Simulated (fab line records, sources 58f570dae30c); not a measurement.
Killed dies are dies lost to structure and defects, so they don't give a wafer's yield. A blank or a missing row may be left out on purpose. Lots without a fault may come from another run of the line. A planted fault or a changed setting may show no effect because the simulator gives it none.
Which tool did it? | flow berkeley_cmos170 | 14 lots, 42 wafers sampled, at 6 steps of a route of 331

WHAT THE GAUGES READ, wafer by wafer
UCB170_V1_THK_MEAS_04.
lot  | measured     | on            | V1_POLISHED_THK (nm)
L132 | day 6 15:33  | film_metro-03 | 999.5 999.0 1000.1
L134 | day 7 17:29  | film_metro-02 | 999.1 998.8 1001.6
L135 | day 7 21:40  | film_metro-04 | 999.5 1001.7 1002.3
L136 | day 7 21:45  | film_metro-02 | 1001.4 1247.8 1249.8
L133 | day 8 04:14  | film_metro-04 | 1248.3 997.2 1000.2
L138 | day 8 13:22  | film_metro-02 | 1000.7 1001.8 1002.7
L143 | day 9 19:20  | film_metro-04 | 998.7 1000.0 1000.7
L149 | day 10 20:56 | film_metro-03 | 999.3 999.3 999.4
L150 | day 11 09:58 | film_metro-04 | 1001.2 999.5 1000.8
L151 | day 11 09:53 | film_metro-02 | 1003.0 999.2 1002.3
L155 | day 11 15:46 | film_metro-03 | 999.2 999.8 998.4
L154 | day 11 17:15 | film_metro-04 | 1000.8 998.4 1000.1
L152 | day 11 20:07 | film_metro-03 | 1001.6 1001.0 999.1
L153 | day 11 19:49 | film_metro-02 | 997.1 998.2 998.4

UCB170_M2_RS_MEAS_02: measures by four-point-probe.
lot  | measured     | on            | M2_AL_RS (ohm/sq)
L132 | day 6 17:53  | film_metro-03 | 0.03247 0.03206 0.03246
L134 | day 7 22:34  | film_metro-03 | 0.03184 0.03199 0.03168
L135 | day 7 23:47  | film_metro-03 | 0.03243 0.03251 0.03259
L136 | day 8 00:02  | film_metro-03 | 0.03163 0.03236 0.03225
L133 | day 8 08:29  | film_metro-04 | 0.03188 0.03155
L138 | day 8 19:11  | film_metro-01 | 0.0322 0.03219 0.03215
L143 | day 9 22:14  | film_metro-01 | 0.03162 0.03192 0.0318
L149 | day 11 03:04 | film_metro-04 | 0.0325 0.03205 0.03211
L150 | day 11 11:56 | film_metro-04 | 0.03197 0.03212 0.03186
L151 | day 11 11:41 | film_metro-03 | 0.03194 0.03205 0.03192
L155 | day 11 17:49 | film_metro-04 | 0.03226 0.0322 0.0326
L154 | day 11 19:23 | film_metro-01 | 0.03207 0.03181 0.03205
L152 | day 11 23:17 | film_metro-01 | 0.03193 0.03184 0.03216
L153 | day 11 22:59 | film_metro-01 | 0.03201 0.0324 0.03248

WHICH TOOL RAN EACH LOT (tool, then ch and the chambers of the sampled wafers, then the start)
lot  | UCB170_CONTACT_STRIP_06              | UCB170_M1_STRIP_13                   | UCB170_V1_CMP_02              | UCB170_V1_ETCH_14
L132 | plasma_asher-03 ch 0,1, day 6 03:35  | plasma_asher-03 ch 0,1, day 6 07:14  | cmp-01 ch 0,2,3, day 6 15:13  | rie_diel-01 ch 1,2,3, day 6 17:19
L134 | plasma_asher-02 ch 0,1, day 7 08:57  | plasma_asher-04 ch 0,1, day 7 12:31  | cmp-01 ch 0,2,3, day 7 17:04  | rie_diel-02 ch 0,2,3, day 7 22:01
L135 | plasma_asher-01 ch 0,1, day 7 12:51  | plasma_asher-02 ch 0,1, day 7 16:33  | cmp-02 ch 1,2,3, day 7 21:15  | rie_diel-03 ch 1,2, day 7 23:14
L136 | plasma_asher-03 ch 0,1, day 7 13:11  | plasma_asher-04 ch 0,1, day 7 16:41  | cmp-01 ch 0,1, day 7 21:23    | rie_diel-02 ch 0,2,3, day 7 23:29
L133 | plasma_asher-01 ch 0,1, day 7 16:48  | plasma_asher-03 ch 0,1, day 7 22:43  | cmp-01 ch 0,1,2, day 8 03:48  | rie_diel-03 ch 0,2,3, day 8 07:50
L138 | plasma_asher-03 ch 0,1, day 8 03:06  | plasma_asher-03 ch 0,1, day 8 07:44  | cmp-02 ch 0,1, day 8 12:57    | rie_diel-01 ch 0,3, day 8 18:38
L143 | plasma_asher-01 ch 0,1, day 9 11:26  | plasma_asher-04 ch 0,1, day 9 14:59  | cmp-02 ch 0,2, day 9 18:54    | rie_diel-01 ch 1,3, day 9 21:40
L149 | plasma_asher-02 ch 0,1, day 10 10:59 | plasma_asher-04 ch 0,1, day 10 15:53 | cmp-02 ch 0,2,3, day 10 20:34 | rie_diel-03 ch 0,1, day 11 02:31
L150 | plasma_asher-03 ch 0,1, day 10 23:02 | plasma_asher-02 ch 0,1, day 11 04:30 | cmp-02 ch 0,1,2, day 11 09:38 | rie_diel-02 ch 1,3, day 11 11:22
L151 | plasma_asher-03 ch 0,1, day 10 23:26 | plasma_asher-03 ch 0, day 11 04:58   | cmp-01 ch 0,1,3, day 11 09:28 | rie_diel-01 ch 1,3, day 11 11:07
L155 | plasma_asher-02 ch 0,1, day 11 08:35 | plasma_asher-04 ch 0,1, day 11 11:57 | cmp-01 ch 0,1, day 11 15:19   | rie_diel-02 ch 1,2,3, day 11 17:12
L154 | plasma_asher-01 ch 0,1, day 11 10:23 | plasma_asher-02 ch 0,1, day 11 13:56 | cmp-02 ch 0,2,3, day 11 16:49 | rie_diel-03 ch 0,1,2, day 11 18:50
L152 | plasma_asher-01 ch 1, day 11 12:10   | plasma_asher-02 ch 0,1, day 11 16:15 | cmp-01 ch 1,2,3, day 11 19:41 | rie_diel-01 ch 0,1,2, day 11 22:43
L153 | plasma_asher-03 ch 0,1, day 11 12:15 | plasma_asher-04 ch 0,1, day 11 16:37 | cmp-02 ch 0,1,3, day 11 19:23 | rie_diel-03 ch 1,2,3, day 11 22:26
- UCB170_CONTACT_STRIP_06: strips in O2.
- UCB170_M1_STRIP_13: strips in O2.
- UCB170_V1_CMP_02: polishes SiO2.
- UCB170_V1_ETCH_14: etches SiO2 in CHF3/CF4/Ar, stops on Al, target depth 1250 nm, time 291 s.

WHAT THE TOOLS THEMSELVES READ (means of the sampled wafers that have a number; where no wafer has one, the mark that the record gives instead)
UCB170_CONTACT_STRIP_06.
lot  | tool            | drypump_motor_current_A (A) | oes_product_au (a.u.) | strip_time_to_endpoint_s (s)
L132 | plasma_asher-03 | 5.1                         | 0.732                 | 21.92
L134 | plasma_asher-02 | 6.1                         | 0.736                 | 21.92
L135 | plasma_asher-01 | 5.9                         | 0.732                 | 21.88
L136 | plasma_asher-03 | 5.1                         | 0.733                 | 22.06
L133 | plasma_asher-01 | 6.2                         | 0.732                 | 21.94
L138 | plasma_asher-03 | 5.1                         | 0.734                 | 21.91
L143 | plasma_asher-01 | 5.9                         | 0.733                 | 21.94
L149 | plasma_asher-02 | 6.1                         | 0.737                 | 21.99
L150 | plasma_asher-03 | 5.1                         | 0.737                 | 21.95
L151 | plasma_asher-03 | 5.1                         | 0.738                 | 22.04
L155 | plasma_asher-02 | 6.1                         | 0.736                 | 21.98
L154 | plasma_asher-01 | 5.9                         | 0.739                 | 21.93
L152 | plasma_asher-01 | 5.6                         | 0.734                 | 22.02
L153 | plasma_asher-03 | 5.1                         | 0.731                 | 21.94

UCB170_M1_STRIP_13.
lot  | tool            | drypump_motor_current_A (A) | oes_product_au (a.u.)
L132 | plasma_asher-03 | 5.1                         | 0.718
L134 | plasma_asher-04 | 5.5                         | 0.720
L135 | plasma_asher-02 | 6.1                         | 0.719
L136 | plasma_asher-04 | 5.5                         | 0.724
L133 | plasma_asher-03 | 5.1                         | 0.721
L138 | plasma_asher-03 | 5.1                         | 0.719
L143 | plasma_asher-04 | 5.5                         | 0.719
L149 | plasma_asher-04 | 5.5                         | 0.722
L150 | plasma_asher-02 | 6.0                         | 0.722
L151 | plasma_asher-03 | 5.2                         | 0.722
L155 | plasma_asher-04 | 5.5                         | 0.724
L154 | plasma_asher-02 | 6.0                         | 0.722
L152 | plasma_asher-02 | 6.0                         | 0.718
L153 | plasma_asher-04 | 5.5                         | 0.719

UCB170_V1_CMP_02.
lot  | tool   | motor_current_A (A) | platen_rpm (rpm) | slurry_flow_ml_min
L132 | cmp-01 | 16.9                | 59.96            | 149.5
L134 | cmp-01 | 16.6                | 60.01            | 150.2
L135 | cmp-02 | 15.2                | 60.01            | 149.6
L136 | cmp-01 | 17.6                | 60.00            | 149.1
L133 | cmp-01 | 17.0                | 59.95            | 149.9
L138 | cmp-02 | 16.5                | 59.95            | 149.3
L143 | cmp-02 | 14.5                | 59.99            | 150.2
L149 | cmp-02 | 15.0                | 60.01            | 150.3
L150 | cmp-02 | 15.2                | 60.00            | 150.1
L151 | cmp-01 | 16.8                | 60.03            | 150.0
L155 | cmp-01 | 17.2                | 60.01            | 149.7
L154 | cmp-02 | 15.5                | 59.99            | 150.3
L152 | cmp-01 | 16.4                | 60.00            | 150.3
L153 | cmp-02 | 15.9                | 59.98            | 149.7

UCB170_V1_ETCH_14.
lot  | tool        | drypump_motor_current_A (A) | mfc_ar_sccm (sccm) | oes_product_au (a.u.) | throttle_valve_pct (%)
L132 | rie_diel-01 | 5.6                         | 150.2              | 0.867                 | 6.98
L134 | rie_diel-02 | 5.9                         | 149.9              | 0.864                 | 7.02
L135 | rie_diel-03 | 5.9                         | 149.9              | 0.883                 | 6.97
L136 | rie_diel-02 | 5.9                         | 150.3              | 0.941                 | 7.02
L133 | rie_diel-03 | 5.9                         | 149.5              | 0.920                 | 6.94
L138 | rie_diel-01 | 5.1                         | 149.8              | 0.876                 | 7.21
L143 | rie_diel-01 | 5.3                         | 149.5              | 0.877                 | 7.08
L149 | rie_diel-03 | 6.0                         | 150.2              | 0.887                 | 7.03
L150 | rie_diel-02 | 5.7                         | 149.8              | 0.868                 | 7.00
L151 | rie_diel-01 | 5.3                         | 150.5              | 0.875                 | 7.06
L155 | rie_diel-02 | 5.7                         | 149.5              | 0.866                 | 7.07
L154 | rie_diel-03 | 5.9                         | 150.0              | 0.878                 | 6.96
L152 | rie_diel-01 | 5.6                         | 149.9              | 0.877                 | 6.94
L153 | rie_diel-03 | 6.0                         | 150.1              | 0.876                 | 6.97

THE ANSWER, worked out from the rows above alone
Rule: what is usual is taken from the lots themselves. Put in order of their means at a reading, lots are off if they are a third of the lots or fewer, leave a main group of 4 or more, and stand apart from it by a gap of 3 or more times the standard deviation of the main group's means; of several such gaps the widest counts. A main group whose means are all the same, to the digits that the tables above print for the reading, isn't used. A lot without any number at a reading at which 4 lots or more have one is off too. The other lots that the step has rows for count as sound. The gauges are gone through in route order, then the tools' own readings, and for those a lot's mean is taken as printed above. The first step at which some lot is off is used, and at that step the reading that is off furthest; a lot without a number counts as furthest.
Off: L136, L133, at UCB170_V1_THK_MEAS_04 (V1_POLISHED_THK). The main group: mean 1000.1 nm, standard deviation 1.
A tool fits if, at a process step before that reading, it ran every lot that is off, and no sound lot after the first of them. The gauges at UCB170_V1_THK_MEAS_04 aren't tried: what is off there is off at UCB170_V1_ETCH_14 too, on other tools, and a gauge's error can't cause that. None of those tried fits.

WHAT THE SIMULATOR HAD PUT IN
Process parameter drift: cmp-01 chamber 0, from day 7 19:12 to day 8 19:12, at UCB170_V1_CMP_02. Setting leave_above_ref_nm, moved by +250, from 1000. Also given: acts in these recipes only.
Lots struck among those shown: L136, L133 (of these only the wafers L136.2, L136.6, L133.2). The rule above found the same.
